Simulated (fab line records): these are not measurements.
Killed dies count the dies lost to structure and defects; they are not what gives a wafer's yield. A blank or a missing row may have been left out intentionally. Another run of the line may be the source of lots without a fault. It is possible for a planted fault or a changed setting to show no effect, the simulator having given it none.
Which tool is to blame? / flow berkeley cmos170 / Sampling: 14 lots, 42 wafers, 4 of 331 route steps

WHAT THE GAUGES SHOWED, per wafer
UCB170_NWELL_OVL_MEAS_12.
lot=L273; measured=day 2 00:22; on=overlay-02; NWELL_OVL (nm)=-4 1 -11
lot=L274; measured=day 2 07:10; on=overlay-02; NWELL_OVL (nm)=3 -3 1
lot=L275; measured=day 2 10:11; on=overlay-02; NWELL_OVL (nm)=-4 -2 3
lot=L280; measured=day 3 21:13; on=overlay-01; NWELL_OVL (nm)=673 687 684 683 684 681
lot=L281; measured=day 4 01:22; on=overlay-02; NWELL_OVL (nm)=682 685 682 692 681 680
lot=L283; measured=day 4 05:28; on=overlay-01; NWELL_OVL (nm)=1 -3 -7
lot=L282; measured=day 4 05:50; on=overlay-02; NWELL_OVL (nm)=668 668 678 678 678 675
lot=L284; measured=day 4 10:46; on=overlay-01; NWELL_OVL (nm)=689 688 674 686 685 684
lot=L287; measured=day 5 04:44; on=overlay-02; NWELL_OVL (nm)=-1 -1 -2
lot=L289; measured=day 5 16:27; on=overlay-01; NWELL_OVL (nm)=-7 -1 -10
lot=L291; measured=day 6 03:18; on=overlay-02; NWELL_OVL (nm)=9 2 3
lot=L292; measured=day 6 06:23; on=overlay-01; NWELL_OVL (nm)=-1 0 0
lot=L293; measured=day 6 08:06; on=overlay-02; NWELL_OVL (nm)=1 1 0
lot=L294; measured=day 6 11:23; on=overlay-02; NWELL_OVL (nm)=0 -4 -4

UCB170_PWELL_TW_MEAS_17.
lot=L273; measured=day 2 13:52; on=film metro-04; PWELL_TW=379 378 378
lot=L274; measured=day 2 22:01; on=film metro-04; PWELL_TW=377 380 378
lot=L275; measured=day 3 02:04; on=film metro-03; PWELL_TW=383 385 384
lot=L283; measured=day 4 20:02; on=film metro-03; PWELL_TW=381 380 379
lot=L287; measured=day 6 01:47; on=film metro-02; PWELL_TW=381 381 382
lot=L289; measured=day 6 08:25; on=film metro-04; PWELL_TW=374 375 375
lot=L291; measured=day 6 16:08; on=film metro-04; PWELL_TW=374 374 376
lot=L292; measured=day 6 22:07; on=film metro-04; PWELL_TW=377 375 378
lot=L293; measured=day 7 02:53; on=film metro-04; PWELL_TW=376 375 377
lot=L294; measured=day 7 08:10; on=film metro-02; PWELL_TW=381 382 379

UCB170_FIELD_THK_MEAS_02.
lot=L273; measured=day 3 21:48; on=film metro-04; FIELD_OXIDE_THK (nm)=556 560 550
lot=L274; measured=day 4 10:11; on=film metro-03; FIELD_OXIDE_THK (nm)=561 563 566
lot=L275; measured=day 4 10:11; on=film metro-04; FIELD_OXIDE_THK (nm)=553 556 549
lot=L283; measured=day 6 08:10; on=film metro-02; FIELD_OXIDE_THK (nm)=561 569 573
lot=L287; measured=day 7 08:05; on=film metro-03; FIELD_OXIDE_THK (nm)=557 553 561
lot=L289; measured=day 8 03:44; on=film metro-02; FIELD_OXIDE_THK (nm)=565 564 555
lot=L291; measured=day 8 11:16; on=film metro-02; FIELD_OXIDE_THK (nm)=572 565 569
lot=L292; measured=day 8 17:39; on=film metro-02; FIELD_OXIDE_THK (nm)=562 557 563
lot=L293; measured=day 8 17:39; on=film metro-03; FIELD_OXIDE_THK (nm)=549 549 557
lot=L294; measured=day 8 23:08; on=film metro-04; FIELD_OXIDE_THK (nm)=554 551 556

WHAT TOOL EACH LOT RAN ON (gives the tool, then ch and the chambers of the sampled wafers, and finally the start)
lot=L273; UCB170_NWELL_EXPOSE_09=krf scanner-02 ch 0, day 1 23:58
lot=L274; UCB170_NWELL_EXPOSE_09=krf scanner-02 ch 0, day 2 06:31
lot=L275; UCB170_NWELL_EXPOSE_09=krf scanner-02 ch 0, day 2 09:47
lot=L280; UCB170_NWELL_EXPOSE_09=krf scanner-02 ch 0, day 3 20:47
lot=L281; UCB170_NWELL_EXPOSE_09=krf scanner-02 ch 0, day 4 00:44
lot=L283; UCB170_NWELL_EXPOSE_09=krf scanner-01 ch 0, day 4 04:52
lot=L282; UCB170_NWELL_EXPOSE_09=krf scanner-02 ch 0, day 4 05:20
lot=L284; UCB170_NWELL_EXPOSE_09=krf scanner-02 ch 0, day 4 09:56
lot=L287; UCB170_NWELL_EXPOSE_09=krf scanner-01 ch 0, day 5 04:05
lot=L289; UCB170_NWELL_EXPOSE_09=krf scanner-01 ch 0, day 5 16:04
lot=L291; UCB170_NWELL_EXPOSE_09=krf scanner-01 ch 0, day 6 02:16
lot=L292; UCB170_NWELL_EXPOSE_09=krf scanner-01 ch 0, day 6 05:31
lot=L293; UCB170_NWELL_EXPOSE_09=krf scanner-01 ch 0, day 6 07:41
lot=L294; UCB170_NWELL_EXPOSE_09=krf scanner-01 ch 0, day 6 11:00
- UCB170_NWELL_EXPOSE_09: exposes mask NWELL, target cd 3000 nm.

AS READ BY THE TOOLS THEMSELVES (means over the sampled wafers that have a number; for cases with no such wafer, the mark the record gives instead)
The record holds no such reading with a usual standard deviation.

THE ANSWER, worked out from the rows above alone
Rule: what is usual is taken from the lots themselves. Put in order of their means at a reading, lots are off if they are a third of the lots or fewer, leave a main group of 4 or more, and stand apart from it by a gap of 3 or more times the standard deviation of the main group's means; of several such gaps the widest counts. Not used: any main group whose means are identical at the precision the tables above print for the reading. A lot without any number at a reading at which 4 lots or more have one is off too. Any other lot the step has rows for is counted as sound. After the gauges, taken in route order, come the tools' own readings; for these a lot's mean is taken, as printed above. The first step at which some lot is off is used, and at that step the reading that is off furthest; a lot without a number counts as furthest.
Off: at UCB170_NWELL_OVL_MEAS_12 (NWELL_OVL), L280, L281, L282, L284. For the main group the mean is -1 nm and the standard deviation 2.9.
If a tool, at a process step before that reading, ran all the lots that are off and no sound lot after the first of them, it fits. Gauges at UCB170_NWELL_OVL_MEAS_12: tried the same way as those tools. One candidate fits, namely krf scanner-02 at UCB170_NWELL_EXPOSE_09. A fault onset in the window from L275 (day 2 09:47, its last sound lot) to L280 (day 3 20:47, its first lot off) fits.

WHAT THE SIMULATOR HAD PUT IN
Scanner matching overlay: krf scanner-02, from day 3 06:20 on, at UCB170_NWELL_EXPOSE_09. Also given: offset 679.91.
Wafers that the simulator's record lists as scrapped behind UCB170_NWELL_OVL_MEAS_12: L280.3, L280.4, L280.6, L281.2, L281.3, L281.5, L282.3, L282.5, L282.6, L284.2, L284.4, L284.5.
Lots struck among those shown: L280, L281, L282, L284. The rule above reached the same finding.
